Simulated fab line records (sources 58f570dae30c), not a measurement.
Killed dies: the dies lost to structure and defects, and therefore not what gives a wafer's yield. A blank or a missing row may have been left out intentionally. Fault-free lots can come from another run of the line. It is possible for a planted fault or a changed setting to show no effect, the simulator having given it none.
Which tool was responsible? | flow berkeley cmos170 | Sampling: 14 lots, 42 wafers, 7 of 331 route steps

== WHAT THE GAUGES READ, wafer by wafer ==
UCB170_NLDD_TW_MEAS_11.
lot  | measured     | on            | NLDD_TW
L611 | day 6 04:26  | film metro-01 | 2257 2236 2229
L612 | day 6 18:01  | film metro-02 | 2220 2217 2222
L618 | day 7 12:23  | film metro-02 | 2228 2223 2224
L617 | day 7 12:41  | film metro-01 | 2250 2242 2242
L614 | day 7 13:12  | film metro-03 | 2268 2256 2258
L616 | day 7 13:25  | film metro-01 | 2236 2245 2243
L621 | day 8 00:47  | film metro-01 | 2231 2225 2231
L620 | day 8 00:59  | film metro-02 | 2216 2220 2216
L622 | day 8 05:20  | film metro-03 | 2269 2255 2268
L624 | day 8 22:11  | film metro-01 | 2219 2231 2226
L627 | day 9 08:11  | film metro-03 | 2264 2252 2257
L626 | day 9 09:29  | film metro-02 | 2221 2220 2211
L630 | day 9 21:19  | film metro-02 | 2226 2213 2207
L633 | day 10 16:37 | film metro-02 | 2198 2209 2205

UCB170_NSD_TW_MEAS_10.
lot  | measured     | on            | NSD_TW
L611 | day 6 14:38  | film metro-02 | 4171 4193 4191
L612 | day 7 03:07  | film metro-02 | 4213 4199 4226
L618 | day 7 20:13  | film metro-02 | 4194 4214 4206
L617 | day 7 21:31  | film metro-02 | 4217 4199 4175
L614 | day 7 21:44  | film metro-01 | 4237 4226 4249
L616 | day 7 22:02  | film metro-03 | 4277 4289 4277
L621 | day 8 08:17  | film metro-01 | 4209 4211 4231
L620 | day 8 08:51  | film metro-03 | 4278 4273 4281
L622 | day 8 15:32  | film metro-01 | 4210 4189 4203
L624 | day 9 09:22  | film metro-01 | 4436 4473 4439
L627 | day 9 15:40  | film metro-01 | 4428 4442 4451
L626 | day 9 16:08  | film metro-01 | 4214 4241 4226
L630 | day 10 03:59 | film metro-01 | 4230 4207 4216
L633 | day 11 00:41 | film metro-03 | 4320 4293 4281

UCB170_SDANNEAL_RS_MEAS_03: measurement is done with a four-point probe.
lot  | measured     | on            | NSD_RS (ohm/sq)
L611 | day 6 19:13  | film metro-02 | 37.47 37.37 37.44
L612 | day 7 04:28  | film metro-01 | 37.25 37.28 37.38
L618 | day 7 21:58  | film metro-02 | 37.44 37.51 37.44
L617 | day 7 23:28  | film metro-01 | 37.20 37.18 37.23
L614 | day 7 23:53  | film metro-03 | 37.32 37.29 37.18
L616 | day 8 00:07  | film metro-02 | 37.46 37.37 37.36
L621 | day 8 09:31  | film metro-02 | 37.35 37.24 37.27
L620 | day 8 10:05  | film metro-02 | 37.41 37.34 37.20
L622 | day 8 17:45  | film metro-02 | 37.40 37.47 37.43
L624 | day 9 10:35  | film metro-01 | 30.66 30.57 30.70
L627 | day 9 17:10  | film metro-03 | 30.57 30.60 30.60
L626 | day 9 17:46  | film metro-03 | 37.22 37.32 37.22
L630 | day 10 05:26 | film metro-03 | 37.24 37.28 37.26
L633 | day 11 01:59 | film metro-02 | 37.31 37.33 37.31

== TOOL THAT RAN EACH LOT (tool first, then ch and the chambers of the sampled wafers, then the start) ==
lot  | UCB170_PLDD_STRIP_10                 | UCB170_NLDD_STRIP_10                 | UCB170_NSD_IMPLANT_08           | UCB170_NSD_STRIP_09
L611 | plasma asher-04 ch 0,1, day 6 01:58  | plasma asher-03 ch 0,1, day 6 04:22  | implanter-03 ch 0, day 6 14:25  | plasma asher-04 ch 0,1, day 6 14:34
L612 | plasma asher-03 ch 0,1, day 6 14:01  | plasma asher-03 ch 0,1, day 6 17:54  | implanter-01 ch 0, day 7 02:53  | plasma asher-02 ch 0,1, day 7 03:00
L618 | plasma asher-01 ch 0,1, day 7 07:45  | plasma asher-04 ch 0,1, day 7 12:17  | implanter-03 ch 0, day 7 19:58  | plasma asher-04 ch 0, day 7 20:07
L617 | plasma asher-01 ch 0,1, day 7 08:48  | plasma asher-03 ch 0,1, day 7 12:36  | implanter-03 ch 0, day 7 21:17  | plasma asher-04 ch 0,1, day 7 21:25
L614 | plasma asher-04 ch 0,1, day 7 08:56  | plasma asher-04 ch 0,1, day 7 13:05  | implanter-02 ch 0, day 7 21:31  | plasma asher-04 ch 1, day 7 21:38
L616 | plasma asher-01 ch 0,1, day 7 09:14  | plasma asher-02 ch 0,1, day 7 13:19  | implanter-01 ch 0, day 7 21:50  | plasma asher-01 ch 0,1, day 7 21:56
L621 | plasma asher-01 ch 0,1, day 7 21:26  | plasma asher-03 ch 0,1, day 8 00:41  | implanter-02 ch 0, day 8 08:03  | plasma asher-04 ch 0,1, day 8 08:11
L620 | plasma asher-01 ch 0,1, day 7 22:23  | plasma asher-04 ch 0,1, day 8 00:53  | implanter-03 ch 0, day 8 08:38  | plasma asher-02 ch 0,1, day 8 08:46
L622 | plasma asher-01 ch 0,1, day 8 03:16  | plasma asher-04 ch 0,1, day 8 05:12  | implanter-01 ch 0, day 8 15:19  | plasma asher-02 ch 0,1, day 8 15:27
L624 | plasma asher-04 ch 0,1, day 8 20:02  | plasma asher-03 ch 0,1, day 8 22:07  | implanter-03 ch 0, day 9 09:08  | plasma asher-01 ch 0,1, day 9 09:17
L627 | plasma asher-01 ch 0, day 9 06:15    | plasma asher-03 ch 0, day 9 08:05    | implanter-03 ch 0, day 9 15:25  | plasma asher-01 ch 0,1, day 9 15:33
L626 | plasma asher-01 ch 0,1, day 9 07:20  | plasma asher-04 ch 0, day 9 09:23    | implanter-01 ch 0, day 9 15:54  | plasma asher-02 ch 0,1, day 9 16:03
L630 | plasma asher-04 ch 0,1, day 9 19:35  | plasma asher-04 ch 0,1, day 9 21:13  | implanter-01 ch 0, day 10 03:46 | plasma asher-04 ch 0,1, day 10 03:53
L633 | plasma asher-01 ch 0,1, day 10 14:44 | plasma asher-04 ch 0,1, day 10 16:30 | implanter-01 ch 0, day 11 00:28 | plasma asher-02 ch 0,1, day 11 00:35
- UCB170_PLDD_STRIP_10: strips in O2.
- UCB170_NLDD_STRIP_10: strips in O2.
- UCB170_NSD_IMPLANT_08
- UCB170_NSD_STRIP_09: strips in O2.

== WHAT THE TOOLS THEMSELVES READ (means of the sampled wafers that have a number; where no wafer has one, the mark that the record gives instead) ==
UCB170_PLDD_STRIP_10.
lot  | tool            | drypump motor current A (A) | oes product au (a.u.) | strip time to endpoint s (s)
L611 | plasma asher-04 | 6.1                         | 0.737                 | 21.63
L612 | plasma asher-03 | 6.2                         | 0.733                 | 21.65
L618 | plasma asher-01 | 5.6                         | 0.738                 | 21.66
L617 | plasma asher-01 | 5.6                         | 0.731                 | 21.69
L614 | plasma asher-04 | 5.5                         | 0.736                 | 21.72
L616 | plasma asher-01 | 5.6                         | 0.736                 | 21.65
L621 | plasma asher-01 | 5.6                         | 0.734                 | 21.70
L620 | plasma asher-01 | 5.5                         | 0.734                 | 21.65
L622 | plasma asher-01 | 5.5                         | 0.734                 | 21.65
L624 | plasma asher-04 | 5.5                         | 0.734                 | 21.63
L627 | plasma asher-01 | 5.8                         | 0.736                 | 21.56
L626 | plasma asher-01 | 5.7                         | 0.738                 | 21.51
L630 | plasma asher-04 | 6.1                         | 0.731                 | 21.61
L633 | plasma asher-01 | 5.6                         | 0.735                 | 21.53

UCB170_NLDD_STRIP_10.
lot  | tool            | drypump motor current A (A) | oes product au (a.u.) | strip time to endpoint s (s)
L611 | plasma asher-03 | 6.2                         | 0.732                 | 21.71
L612 | plasma asher-03 | 6.2                         | 0.731                 | 21.63
L618 | plasma asher-04 | 6.0                         | 0.736                 | 21.63
L617 | plasma asher-03 | 6.2                         | 0.737                 | 21.65
L614 | plasma asher-04 | 5.5                         | 0.735                 | 21.68
L616 | plasma asher-02 | 5.6                         | 0.731                 | 21.68
L621 | plasma asher-03 | 6.1                         | 0.737                 | 21.65
L620 | plasma asher-04 | 5.5                         | 0.731                 | 21.56
L622 | plasma asher-04 | 5.5                         | 0.731                 | 21.70
L624 | plasma asher-03 | 6.2                         | 0.734                 | 21.55
L627 | plasma asher-03 | 6.2                         | 0.733                 | 21.70
L626 | plasma asher-04 | 4.9                         | 0.735                 | 21.62
L630 | plasma asher-04 | 5.5                         | 0.732                 | 21.56
L633 | plasma asher-04 | 6.1                         | 0.732                 | 21.53

UCB170_NSD_IMPLANT_08.
lot  | tool         | beam on s (s) | dose ions cm2 | faraday current uA
L611 | implanter-03 | 9.87          | 3.0011e+15    | 9383
L612 | implanter-01 | 9.94          | 3.0016e+15    | 9326
L618 | implanter-03 | 9.91          | 2.9955e+15    | 9345
L617 | implanter-03 | 10.08         | 2.9981e+15    | 9195
L614 | implanter-02 | 9.80          | 2.9998e+15    | 9416
L616 | implanter-01 | 10.21         | 2.9994e+15    | 9067
L621 | implanter-02 | 10.03         | 2.9973e+15    | 9248
L620 | implanter-03 | 10.13         | 3.0047e+15    | 9164
L622 | implanter-01 | 10.18         | 2.9981e+15    | 9107
L624 | implanter-03 | 14.94         | 5.5071e+15    | 11359
L627 | implanter-03 | 14.84         | 5.5086e+15    | 11425
L626 | implanter-01 | 9.87          | 3.0009e+15    | 9365
L630 | implanter-01 | 9.89          | 3.0017e+15    | 9364
L633 | implanter-01 | 9.93          | 2.9990e+15    | 9304

UCB170_NSD_STRIP_09.
lot  | tool            | drypump motor current A (A) | oes product au (a.u.) | strip time to endpoint s (s)
L611 | plasma asher-04 | 5.5                         | 0.541                 | 35.75
L612 | plasma asher-02 | 5.6                         | 0.536                 | 35.87
L618 | plasma asher-04 | 4.9                         | 0.536                 | 35.77
L617 | plasma asher-04 | 6.0                         | 0.534                 | 35.86
L614 | plasma asher-04 | 6.7                         | 0.535                 | 35.79
L616 | plasma asher-01 | 5.7                         | 0.539                 | 35.86
L621 | plasma asher-04 | 5.5                         | 0.533                 | 35.95
L620 | plasma asher-02 | 5.6                         | 0.530                 | 35.88
L622 | plasma asher-02 | 5.6                         | 0.538                 | 35.82
L624 | plasma asher-01 | 5.7                         | 0.490                 | 41.84
L627 | plasma asher-01 | 5.6                         | 0.492                 | 41.96
L626 | plasma asher-02 | 5.6                         | 0.538                 | 35.83
L630 | plasma asher-04 | 5.5                         | 0.532                 | 35.78
L633 | plasma asher-02 | 5.6                         | 0.532                 | 35.82

== THE ANSWER, worked out from the rows above alone ==
Rule: the lots themselves supply what counts as usual. The widest of any qualifying gaps counts: lots, ordered by their means at a reading, are off when they make up no more than a third of the lots, leave a main group of 4 or more, and stand apart from it by 3 or more times the standard deviation of that group's means. If all means in a main group match to the digits the tables above print for the reading, that group is not used. A lot without any number at a reading at which 4 lots or more have one is off too. Any other lot the step has rows for is counted as sound. The gauges are gone through in route order, then the tools' own readings, and for those a lot's mean is taken as printed above. At the first step where some lot is off, the reading lying furthest off is the one used; lots without a number count as furthest.
Off: L624, L627, at UCB170_NSD_TW_MEAS_10 (NSD_TW). The main group has a mean of 4230 with a standard deviation of 35.
If a tool, at a process step before that reading, ran all the lots that are off and no sound lot after the first of them, it fits. Not tried: the gauges at UCB170_NSD_TW_MEAS_10; whatever is off there is also off at UCB170_NSD_IMPLANT_08, on other tools, and gauge error can't account for it. Can't be told from this: 3 tools fit, plasma asher-03 at UCB170_NLDD_STRIP_10, implanter-03 at UCB170_NSD_IMPLANT_08, plasma asher-01 at UCB170_NSD_STRIP_09.

== WHAT HAD BEEN PUT IN BY THE SIMULATOR ==
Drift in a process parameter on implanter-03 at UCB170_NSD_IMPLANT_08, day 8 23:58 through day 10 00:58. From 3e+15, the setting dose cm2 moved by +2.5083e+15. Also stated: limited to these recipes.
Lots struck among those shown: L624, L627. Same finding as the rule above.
